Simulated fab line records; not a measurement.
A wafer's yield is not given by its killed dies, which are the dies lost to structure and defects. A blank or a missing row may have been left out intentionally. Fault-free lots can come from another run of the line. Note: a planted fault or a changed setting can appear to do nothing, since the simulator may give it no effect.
Struck lot and sound lot, side by side + flow ritCmos + 18 out of 202 route steps
Sound: wafers L977.1, L977.2, L977.4. Wafers L983.1, L983.3, L983.5 were the ones struck. The cause comes at the end.
Order at every step that has rows: each side's tool, ch and its chambers, its first start. Under that, the readings that differ: sound wafers + struck wafers + difference of the means + sigmas: that difference in standard deviations of wafers without a fault.
alike: readings whose means differ by less than 2 such deviations, and words and numbers that are the same on both sides. not compared: withheld readings, readings that some wafer has no value for, bounds like >300 that may hide the same value, and numbers for which the record gives no deviation and whose values overlap.
A row with sigmas, a row that says differs or no value, or rows on one side alone: a step with any of these is where the two part. When numbers do not overlap yet have no deviation, they are printed without sigmas and do not part them. A reading missing from all wafers of one side parts the sides only when that side holds two or more wafers.

first, 1 step without rows for these wafers: RIT_GATE_HARDBAKE_18 (time 60 s).
RIT_GATE_ETCH_19: etches poly-Si in SF6/CHF3/O2, stops on SiO2, time 165 s, target depth 312.5 nm.
  sound on rieSi-02 ch 0,1,3, day 4 01:24; struck on rieSi-02 ch 1,2,3, day 5 12:34
  alike: drypumpMotorCurrentA, oesProductAu, throttleValvePct
  not compared: rfHoursCounterH
RIT_GATE_STRIP_20: strips in O2, time 180 s.
  sound on plasmaAsher-01 ch 0,1, day 4 01:31; struck on plasmaAsher-03 ch 0,1, day 5 12:40
  alike: drypumpMotorCurrentA
  not compared: rfHoursCounterH
RIT_GATE_CD_MEAS_90: the cd target is 150 nm.
  sound: cdSem-01 at day 4 01:41; struck: cdSem-01 at day 5 12:50
  alike: cdNm
then, 4 steps without rows for these wafers: RIT_REOX_CLEAN_00 (cleans in SC1, time 600 s); RIT_REOX_CLEAN_01 (cleans in dHF, time 30 s); RIT_REOX_CLEAN_02 (cleans in SC2, time 600 s); RIT_REOX_OXIDATION_03 (target thk 25.2 nm, ox time 5580 s).
RIT_REOX_THK_MEAS_04:
  sound: filmMetro-03 at day 4 06:07; struck: filmMetro-03 at day 5 15:53
  alike: REOX_OXIDE_THK
then, 3 steps without rows for these wafers: RIT_NLDD_HMDS_00 (prime time 60 s); RIT_NLDD_COAT_01 (resist thk 1000 nm); RIT_NLDD_SOFTBAKE_02 (time 60 s).
RIT_NLDD_EXPOSE_03: exposes mask M7, target cd 40700 nm.
  sound on ilineStepper-02 ch 0, day 4 06:44; struck on ilineStepper-02 ch 0, day 5 16:38
| reading                    | sound                   | struck               | difference | sigmas |
|----------------------------|-------------------------|----------------------|------------|--------|
| model.NLDD.overlayXNm (nm) | 0.04892 0.04892 0.04892 | -148.6 -148.6 -148.6 | -148.6     |        |
  alike: mask, stageVelMmS
then, 2 steps without rows for these wafers: RIT_NLDD_PEB_04; RIT_NLDD_DEVELOP_05 (develop time 50 s).
RIT_NLDD_OVL_MEAS_06:
  sound: overlay-01 at day 4 07:08; struck: overlay-02 at day 5 17:04
| reading       | sound         | struck               | difference | sigmas      |
|---------------|---------------|----------------------|------------|-------------|
| NLDD_OVL (nm) | -0.2 -1.2 0.2 | -145.2 -147.2 -149.6 | -146.9     | -99 or more |
then, 1 step without rows for these wafers: RIT_NLDD_HARDBAKE_07 (time 60 s).
RIT_M1_PROBE_99:
  sound: prober-02 at day 4 22:38; struck: prober-01 at day 6 10:02
| reading                       | sound          | struck         | difference | sigmas |
|-------------------------------|----------------|----------------|------------|--------|
| model.etest.nldd.widthNm (nm) | 3191 3166 3191 | 3112 3101 3107 | -76        |        |
  alike: killedAtContacts, killedAtFrontEnd, killedDies, killedOnRim, killedOpen, killedShort

## WHERE THEY PART
Only at RIT_NLDD_OVL_MEAS_06, within this record. Later steps at which nothing parts them and some readings are alike: RIT_M1_PROBE_99.

WHY: whatever the simulator had introduced
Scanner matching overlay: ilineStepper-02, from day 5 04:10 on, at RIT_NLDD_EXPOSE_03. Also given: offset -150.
